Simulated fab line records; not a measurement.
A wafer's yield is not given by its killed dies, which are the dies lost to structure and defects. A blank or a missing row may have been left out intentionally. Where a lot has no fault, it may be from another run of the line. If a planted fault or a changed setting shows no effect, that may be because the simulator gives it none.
Split-lot study / flow rit_cmos / route with 202 steps; 5 lots, 11 wafers read

## ON THE SPLIT
At RIT_GATE_DEVELOP_15 (develop time 50 s), the setting develop_time_s was moved away from the recipe's 50 s on 2 of the 11 wafers read, by +32.1% to +52.9%. The other wafers ran this setting at the recipe's value.

## FROM THE SPLIT TO THE READING: what the file shows between them, 9 steps
- RIT_SPACER_ETCHBACK_05: etches Si3N4 in SF6/CHF3, stops on SiO2, target depth 250 nm, time 240 s (also split here: time_s)
- RIT_CONTACT_DEVELOP_07: develop time 120 s (also split here: develop_time_s)
- RIT_CONTACT_CD_MEAS_08: target cd 1000 nm
- RIT_CONTACT_ETCH_11: etches SiO2 in CHF3/CF4/Ar, stops on TiSi2, target depth 480 nm, time 320 s (also split here: time_s)
- RIT_CONTACT_STRIP_12: strips in O2, time 180 s
- RIT_CONTACT_CD_MEAS_90: target cd 1000 nm
- RIT_CONTACT_CLEAN_13: cleans in SC1, time 600 s
- RIT_CONTACT_CLEAN_14: cleans in SC2, time 600 s
- RIT_M1_ANNEAL_15: time 1800 s

## THE READING
etest.nmos_0p3.r_on_ohm_um (the simulator's own value, which no gauge read), at RIT_M1_PROBE_99. No usual value for it is given in the file. The 9 wafers here that ran the recipe average 2165, standard deviation 48.

wafer=L074.2; tool, chamber at the split=litho_track-01, 0; develop_time_s as run, s=66.04; against the recipe=+32.1%; etest.nmos_0p3.r_on_ohm_um=1922; against lot-mates on the recipe=-311
wafer=L074.3; tool, chamber at the split=litho_track-01, 0; develop_time_s as run, s=50; against the recipe=recipe; etest.nmos_0p3.r_on_ohm_um=2224; against lot-mates on the recipe=-
wafer=L074.5; tool, chamber at the split=litho_track-01, 0; develop_time_s as run, s=50; against the recipe=recipe; etest.nmos_0p3.r_on_ohm_um=2242; against lot-mates on the recipe=-
wafer=L077.1; tool, chamber at the split=litho_track-01, 0; develop_time_s as run, s=50; against the recipe=recipe; etest.nmos_0p3.r_on_ohm_um=2162; against lot-mates on the recipe=-
wafer=L077.2; tool, chamber at the split=litho_track-01, 0; develop_time_s as run, s=50; against the recipe=recipe; etest.nmos_0p3.r_on_ohm_um=2164; against lot-mates on the recipe=-
wafer=L077.5; tool, chamber at the split=litho_track-01, 0; develop_time_s as run, s=50; against the recipe=recipe; etest.nmos_0p3.r_on_ohm_um=2192; against lot-mates on the recipe=-
wafer=L080.5; tool, chamber at the split=litho_track-03, 0; develop_time_s as run, s=50; against the recipe=recipe; etest.nmos_0p3.r_on_ohm_um=2111; against lot-mates on the recipe=-
wafer=L082.3; tool, chamber at the split=litho_track-03, 0; develop_time_s as run, s=50; against the recipe=recipe; etest.nmos_0p3.r_on_ohm_um=2180; against lot-mates on the recipe=-
wafer=L084.1; tool, chamber at the split=litho_track-03, 0; develop_time_s as run, s=76.47; against the recipe=+52.9%; etest.nmos_0p3.r_on_ohm_um=1642; against lot-mates on the recipe=-462
wafer=L084.4; tool, chamber at the split=litho_track-03, 0; develop_time_s as run, s=50; against the recipe=recipe; etest.nmos_0p3.r_on_ohm_um=2106; against lot-mates on the recipe=-
wafer=L084.6; tool, chamber at the split=litho_track-03, 0; develop_time_s as run, s=50; against the recipe=recipe; etest.nmos_0p3.r_on_ohm_um=2103; against lot-mates on the recipe=-

FIT RESULTS
A straight line over all 11 wafers: etest.nmos_0p3.r_on_ohm_um changes by -9.31 for each +1% of develop_time_s; r = -0.96; the points scatter about the line by 52.
The same after taking each lot's own level away (the mean of its wafers on the recipe; 11 wafers): -8.97 for each +1%; r = -1.00; scatter 13.
Per that fit: largest develop_time_s move, reading shift of 4.7e+02.
The lots' own levels span 2104.5 to 2233.0, that is 2.7 times the standard deviation above.
Hence the lot-to-lot level has little effect on the slope; both slopes agree.
Check: for one of the wafers moved furthest among these (+52.9%), held out of the fit, the line's prediction against its lot-mates is -513. Against them it came out at -462.

## THESE WAFERS: OTHER SPLITS
Note: prior to the reading, these wafers also went through further splits. Each is held against what the fit with the lots' levels taken away leaves over:
other split on the same wafers=RIT_ACTIVE_OXIDATION_01 ox_time_s; wafers away from the commonest value=4; r with etest.nmos_0p3.r_on_ohm_um (lot level and that fit taken away)=-0.35
other split on the same wafers=RIT_SPACER_ETCHBACK_05 time_s; wafers away from the commonest value=0; r with etest.nmos_0p3.r_on_ohm_um (lot level and that fit taken away)=-
other split on the same wafers=RIT_CONTACT_DEVELOP_07 develop_time_s; wafers away from the commonest value=6; r with etest.nmos_0p3.r_on_ohm_um (lot level and that fit taken away)=+0.15
other split on the same wafers=RIT_CONTACT_ETCH_11 time_s; wafers away from the commonest value=0; r with etest.nmos_0p3.r_on_ohm_um (lot level and that fit taken away)=-

## THE WHOLE CHAIN: every reading that the file lists as answering this split, in the file's order
step=RIT_M1_PROBE_99; what it does=; reading=etest.pmos_0p3.r_on_ohm_um (the simulator's own value, which no gauge read); change (the file's fit)=-29.2 for each +1% of the setting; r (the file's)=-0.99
step=RIT_M1_PROBE_99; what it does=; reading=etest.npoly_line.line_ohm_um (the simulator's own value, which no gauge read); change (the file's fit)=+9.12 for each +1% of the setting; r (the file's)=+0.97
step=RIT_M1_PROBE_99; what it does=; reading=etest.ppoly_line.line_ohm_um (the simulator's own value, which no gauge read); change (the file's fit)=+8.52 for each +1% of the setting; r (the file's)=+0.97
step=RIT_M1_PROBE_99; what it does=; reading=etest.nmos_0p3.r_on_ohm_um (the simulator's own value, which no gauge read); change (the file's fit)=-8.99 for each +1% of the setting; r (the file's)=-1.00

## FILE'S OWN FIT
etest.nmos_0p3.r_on_ohm_um changes by -8.99 for each +1% of develop_time_s, r = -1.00.
